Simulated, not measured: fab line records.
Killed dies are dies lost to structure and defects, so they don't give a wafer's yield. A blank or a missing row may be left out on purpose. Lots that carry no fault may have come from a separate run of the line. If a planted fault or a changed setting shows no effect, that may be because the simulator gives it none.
Tool commonality check || flow rit-cmos || Sampled: 14 lots, 42 wafers

WHY IT WAS OPENED
Of 14 lots, 2 have the reading PSD_RS flagged at RIT_SDANNEAL_RS_MEAS_04. Wafers without a fault read 115.68 ohm/sq, standard deviation 0.28.
Rule: a lot is flagged in two cases, either no wafer of it has a number, or all its wafers with numbers fall more than 4 standard deviations from that mean. All remaining lots are regarded as sound.

{"lot": "L609", "measured": "day 3 03:40", "on": "film-metro-04", "PSD_RS (ohm/sq), wafer by wafer": "116.28 115.80 116.26", "flag": ""}
{"lot": "L610", "measured": "day 3 12:18", "on": "film-metro-04", "PSD_RS (ohm/sq), wafer by wafer": "115.87 116.07 116.00", "flag": ""}
{"lot": "L611", "measured": "day 3 16:34", "on": "film-metro-03", "PSD_RS (ohm/sq), wafer by wafer": "115.05 115.38 115.24", "flag": ""}
{"lot": "L612", "measured": "day 3 21:06", "on": "film-metro-03", "PSD_RS (ohm/sq), wafer by wafer": "115.80 115.29 115.64", "flag": ""}
{"lot": "L613", "measured": "day 4 01:40", "on": "film-metro-02", "PSD_RS (ohm/sq), wafer by wafer": "115.59 115.81 115.75", "flag": ""}
{"lot": "L614", "measured": "day 4 08:43", "on": "film-metro-03", "PSD_RS (ohm/sq), wafer by wafer": "115.19 115.45 115.47", "flag": ""}
{"lot": "L615", "measured": "day 4 09:16", "on": "film-metro-02", "PSD_RS (ohm/sq), wafer by wafer": "115.46 115.77 115.42", "flag": ""}
{"lot": "L616", "measured": "day 4 13:59", "on": "film-metro-04", "PSD_RS (ohm/sq), wafer by wafer": "115.36 115.55 115.25", "flag": ""}
{"lot": "L617", "measured": "day 4 22:59", "on": "film-metro-03", "PSD_RS (ohm/sq), wafer by wafer": "115.77 115.81 115.77", "flag": ""}
{"lot": "L621", "measured": "day 5 20:08", "on": "film-metro-02", "PSD_RS (ohm/sq), wafer by wafer": "127.46 127.48 127.89", "flag": "FLAGGED"}
{"lot": "L622", "measured": "day 5 20:28", "on": "film-metro-04", "PSD_RS (ohm/sq), wafer by wafer": "115.80 115.54 115.95", "flag": ""}
{"lot": "L623", "measured": "day 6 00:02", "on": "film-metro-04", "PSD_RS (ohm/sq), wafer by wafer": "127.11 127.27 127.37", "flag": "FLAGGED"}
{"lot": "L626", "measured": "day 6 19:05", "on": "film-metro-02", "PSD_RS (ohm/sq), wafer by wafer": "116.33 115.88 115.84", "flag": ""}
{"lot": "L632", "measured": "day 8 01:55", "on": "film-metro-03", "PSD_RS (ohm/sq), wafer by wafer": "115.99 116.14 116.29", "flag": ""}
Average over the flagged lots: 127.43 ohm/sq; offset from the usual +11.75 ohm/sq, equal to +42 standard deviations.

WHICH TOOL EACH LOT WENT THROUGH
The record holds 1 process step before the reading, out of a route of 202 steps. Cell contents, in order: the tool; ch with the chambers the sampled wafers went through; the start.
{"lot": "L609", "flag": "", "RIT_SDANNEAL_RTA_03": "rtp-anneal-01 ch 0, day 3 03:37"}
{"lot": "L610", "flag": "", "RIT_SDANNEAL_RTA_03": "rtp-anneal-02 ch 0, day 3 12:15"}
{"lot": "L611", "flag": "", "RIT_SDANNEAL_RTA_03": "rtp-anneal-01 ch 0, day 3 16:30"}
{"lot": "L612", "flag": "", "RIT_SDANNEAL_RTA_03": "rtp-anneal-02 ch 0, day 3 21:02"}
{"lot": "L613", "flag": "", "RIT_SDANNEAL_RTA_03": "rtp-anneal-01 ch 0, day 4 01:36"}
{"lot": "L614", "flag": "", "RIT_SDANNEAL_RTA_03": "rtp-anneal-02 ch 0, day 4 08:35"}
{"lot": "L615", "flag": "", "RIT_SDANNEAL_RTA_03": "rtp-anneal-01 ch 0, day 4 09:13"}
{"lot": "L616", "flag": "", "RIT_SDANNEAL_RTA_03": "rtp-anneal-02 ch 0, day 4 13:55"}
{"lot": "L617", "flag": "", "RIT_SDANNEAL_RTA_03": "rtp-anneal-01 ch 0, day 4 22:55"}
{"lot": "L621", "flag": "FLAGGED", "RIT_SDANNEAL_RTA_03": "rtp-anneal-01 ch 0, day 5 20:02"}
{"lot": "L622", "flag": "", "RIT_SDANNEAL_RTA_03": "rtp-anneal-02 ch 0, day 5 20:25"}
{"lot": "L623", "flag": "FLAGGED", "RIT_SDANNEAL_RTA_03": "rtp-anneal-01 ch 0, day 5 23:59"}
{"lot": "L626", "flag": "", "RIT_SDANNEAL_RTA_03": "rtp-anneal-02 ch 0, day 6 19:02"}
{"lot": "L632", "flag": "", "RIT_SDANNEAL_RTA_03": "rtp-anneal-02 ch 0, day 8 01:50"}
These steps, and what they do:
- RIT_SDANNEAL_RTA_03: time 5 s.
- RIT_SDANNEAL_RS_MEAS_04: measures by four-point-probe.

FLAGGED AGAINST TOTAL, ONE TOOL AT A TIME (gauges that did the reading follow at the end)
{"step": "RIT_SDANNEAL_RTA_03", "tool": "rtp-anneal-01", "lots run": 7, "flagged": 2, "share of the flagged lots": "all", "sound lots run after its first flagged lot": 0}
{"step": "RIT_SDANNEAL_RTA_03", "tool": "rtp-anneal-02", "lots run": 7, "flagged": 0, "share of the flagged lots": "none", "sound lots run after its first flagged lot": "-"}
{"step": "RIT_SDANNEAL_RS_MEAS_04", "tool": "film-metro-02", "lots run": 4, "flagged": 1, "share of the flagged lots": "some", "sound lots run after its first flagged lot": "1 (L626)"}
{"step": "RIT_SDANNEAL_RS_MEAS_04", "tool": "film-metro-03", "lots run": 5, "flagged": 0, "share of the flagged lots": "none", "sound lots run after its first flagged lot": "-"}
{"step": "RIT_SDANNEAL_RS_MEAS_04", "tool": "film-metro-04", "lots run": 5, "flagged": 1, "share of the flagged lots": "some", "sound lots run after its first flagged lot": 0}

WHAT THE TABLE ALLOWS
In the table, 1 row covers all flagged lots: rtp-anneal-01 at RIT_SDANNEAL_RTA_03.
- rtp-anneal-01 at RIT_SDANNEAL_RTA_03: 2 of its 7 lots flagged. A fault beginning between L617 (day 4 22:55), its last sound lot, and L621 (day 5 20:02), its first flagged one, fits the data.
Just one tool remains: rtp-anneal-01 at RIT_SDANNEAL_RTA_03.

WHAT HAD BEEN PUT IN BY THE SIMULATOR
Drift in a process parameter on rtp-anneal-01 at RIT_SDANNEAL_RTA_03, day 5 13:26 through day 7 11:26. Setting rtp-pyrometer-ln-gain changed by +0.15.
Shown lots that were struck: L621, L623. This agrees with what the rule above found.
